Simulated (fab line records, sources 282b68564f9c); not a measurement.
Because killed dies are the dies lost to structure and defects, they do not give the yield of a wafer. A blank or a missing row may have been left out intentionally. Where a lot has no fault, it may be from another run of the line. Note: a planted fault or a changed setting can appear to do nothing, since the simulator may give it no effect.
A lot that was struck, set against a sound lot ; flow rit-cmos ; 35 out of 202 route steps
Sound: these wafers, L830.1, L830.4, L830.5. Wafers struck: L842.1, L842.2, L842.3. At the end, the cause is stated.
Per side, at each step with rows, come the tool, then ch with its chambers, and then its first start. Under that, the readings that differ: sound wafers ; struck wafers ; difference of the means ; sigmas: that difference in standard deviations of wafers without a fault.
alike: readings with means less than 2 such deviations apart, plus words and numbers identical on both sides. not compared: withheld readings, readings lacking a value on some wafer, bounds such as >300 that could conceal the same value, and numbers that have no deviation in the record and whose values overlap.
The two part at a step that has a row with sigmas, a row that says differs or no value, or rows on one side only. Numbers that have no deviation but don't overlap get no sigmas and don't part them. A reading missing from all wafers of one side parts the sides only when that side holds two or more wafers.

RIT_CONTACT_CVD_00: deposits SiO2 from TEOS, target thk 400 nm, time 61 s.
  sound on pecvd-01 ch 0,1,2, day 5 09:37; struck on pecvd-02 ch 0,1,2, day 7 23:32
  alike: heater-power-w
RIT_CONTACT_THK_MEAS_01:
  sound on film-metro-04, day 5 09:40; struck on film-metro-04, day 7 23:35
  alike: CONTACT_TEOS_THK
then, 6 steps without rows for these wafers: RIT_CONTACT_HMDS_02 (prime time 60 s); RIT_CONTACT_COAT_03 (resist thk 1000 nm); RIT_CONTACT_SOFTBAKE_04 (time 60 s); RIT_CONTACT_EXPOSE_05 (exposes mask M11, target cd 1000 nm); RIT_CONTACT_PEB_06; RIT_CONTACT_DEVELOP_07 (develop time 120 s).
RIT_CONTACT_CD_MEAS_08 targets a cd of 1000 nm.
  sound on cd-sem-01, day 5 10:42; struck on cd-sem-02, day 8 00:37
  alike: cd-nm
RIT_CONTACT_OVL_MEAS_09:
  sound on overlay-02, day 5 10:49; struck on overlay-01, day 8 00:44
  alike: CONTACT_OVL
then, 1 step without rows for these wafers: RIT_CONTACT_HARDBAKE_10 (time 60 s).
RIT_CONTACT_ETCH_11: etches SiO2 in CHF3/CF4/Ar, stops on TiSi2, target depth 480 nm, time 320 s.
  sound on rie-diel-03 ch 0,2, day 5 11:06; struck on rie-diel-03 ch 0,2,3, day 8 00:56
  alike: drypump-motor-current-A, oes-product-au, throttle-valve-pct
  not compared: rf-hours-counter-h
RIT_CONTACT_STRIP_12: strips in O2, time 180 s.
  sound on plasma-asher-03 ch 0,1, day 5 11:18; struck on plasma-asher-02 ch 0,1, day 8 01:07
  alike: drypump-motor-current-A
  not compared: rf-hours-counter-h
RIT_CONTACT_CD_MEAS_90 targets a cd of 1000 nm.
  sound on cd-sem-02, day 5 11:28; struck on cd-sem-01, day 8 01:18
  alike: cd-nm
then, 2 steps without rows for these wafers: RIT_CONTACT_CLEAN_13 (cleans in SC1, time 600 s); RIT_CONTACT_CLEAN_14 (cleans in SC2, time 600 s).
RIT_M1_SPUTTER_00: material Al, target thk 400 nm, time 500 s.
  sound on pvd-sputter-04, day 5 11:58; struck on pvd-sputter-04, day 8 01:46
  alike: cathode-dc-power-W, substrate-temp-c, throttle-valve-pct
RIT_M1_RS_MEAS_01: uses a four-point probe to measure.
  sound on film-metro-02, day 5 12:15; struck on film-metro-04, day 8 02:04
  alike: M1_AL_RS
RIT_M1_THK_MEAS_02: measures by xrf.
  sound on film-metro-02, day 5 12:22; struck on film-metro-04, day 8 02:11
  alike: M1_AL_THK
then, 6 steps without rows for these wafers: RIT_M1_HMDS_03 (prime time 60 s); RIT_M1_COAT_04 (resist thk 1300 nm); RIT_M1_SOFTBAKE_05 (time 60 s); RIT_M1_EXPOSE_06 (exposes mask M12, target cd 2600 nm); RIT_M1_PEB_07; RIT_M1_DEVELOP_08 (develop time 68 s).
RIT_M1_CD_MEAS_09 targets a cd of 2600 nm.
  sound on cd-sem-01, day 5 13:26; struck on cd-sem-02, day 8 03:14
  alike: cd-nm
RIT_M1_OVL_MEAS_10:
  sound on overlay-01, day 5 13:34; struck on overlay-02, day 8 03:22
  alike: M1_OVL
then, 1 step without rows for these wafers: RIT_M1_HARDBAKE_11 (time 120 s).
RIT_M1_METAL_ETCH_12: etches Al in Cl2/BCl3, stops on SiO2, time 165 s, target depth 600 nm.
  sound on rie-metal-04 ch 0,1, day 5 13:50; struck on rie-metal-02 ch 0,1, day 8 03:39
  alike: drypump-motor-current-A, mfc-cl2-sccm, oes-product-au, throttle-valve-pct
  not compared: rf-hours-counter-h
then, 1 step without rows for these wafers: RIT_M1_STRIP_13 (strips in nmp, time 600 s).
RIT_M1_STRIP_14: strips in O2, time 180 s.
  sound on plasma-asher-04 ch 0,1, day 5 14:21; struck on plasma-asher-01 ch 0,1, day 8 04:14
  alike: drypump-motor-current-A
  not compared: rf-hours-counter-h
RIT_M1_CD_MEAS_90 targets a cd of 2600 nm.
  sound on cd-sem-01, day 5 14:32; struck on cd-sem-01, day 8 04:24
  alike: cd-nm
then, 1 step without rows for these wafers: RIT_M1_ANNEAL_15 (time 1800 s).
RIT_M1_BOW_MEAS_16:
  sound on film-metro-01, day 5 16:09; struck on film-metro-01, day 8 06:01
  alike: M1_BOW
RIT_M1_PROBE_99:
  sound on prober-01, day 5 16:16; struck on prober-01, day 8 06:08
reading;sound;struck;difference;sigmas
killed-at-contacts;0 0 0;32 22 34;+29;+92
killed-dies;4 7 8;38 30 39;+29;+9
killed-on-rim;1 1 2;9 9 11;+8;+6
  alike: killed_at_M0_to_M3, killed-at-front-end, killed-open, killed-short

## WHERE THEY PART
RIT_M1_PROBE_99 only, going by this record.

WHY: the cause the simulator had injected
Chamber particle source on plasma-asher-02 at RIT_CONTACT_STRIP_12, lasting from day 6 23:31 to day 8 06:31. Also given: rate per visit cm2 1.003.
